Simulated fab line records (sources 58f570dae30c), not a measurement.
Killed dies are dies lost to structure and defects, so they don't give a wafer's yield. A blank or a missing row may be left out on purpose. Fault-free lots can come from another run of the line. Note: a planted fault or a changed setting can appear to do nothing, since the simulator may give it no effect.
Which tool is to blame? | flow berkeley_cmos170 | 7 lots, 21 wafers sampled, at 1 step of a route of 331

## WHAT THE GAUGES SHOWED, per wafer
UCB170_PVT_TW_MEAS_09.
lot  | measured    | on            | PVT_TW
L123 | day 5 20:49 | film_metro-04 | 514 513 514
L128 | day 7 04:59 | film_metro-03 | 505 508 508
L130 | day 7 12:05 | film_metro-03 | 510 510 510
L129 | day 7 12:24 | film_metro-04 | 517 517 517
L136 | day 9 03:10 | film_metro-04 | 516 515 516
L137 | day 9 03:25 | film_metro-03 | 509 503 507
L140 | day 9 14:50 | film_metro-04 | 518 516 515

## EACH LOT AND THE TOOL THAT RAN IT (in order: tool; ch and the chambers of the sampled wafers; start)
Record: no process step prior to these readings.

## THE ANSWER, worked out from the rows above alone
Rule: the lots themselves supply what counts as usual. Put in order of their means at a reading, lots are off if they are a third of the lots or fewer, leave a main group of 4 or more, and stand apart from it by a gap of 3 or more times the standard deviation of the main group's means; of several such gaps the widest counts. The tables above print the reading to a certain number of digits; a main group whose means all agree to those digits is not used. A lot without any number at a reading at which 4 lots or more have one is off too. Any other lot the step has rows for is counted as sound.
No lot is off at any reading shown: from this, nothing can be told.

## WHAT THE SIMULATOR HAD INSERTED
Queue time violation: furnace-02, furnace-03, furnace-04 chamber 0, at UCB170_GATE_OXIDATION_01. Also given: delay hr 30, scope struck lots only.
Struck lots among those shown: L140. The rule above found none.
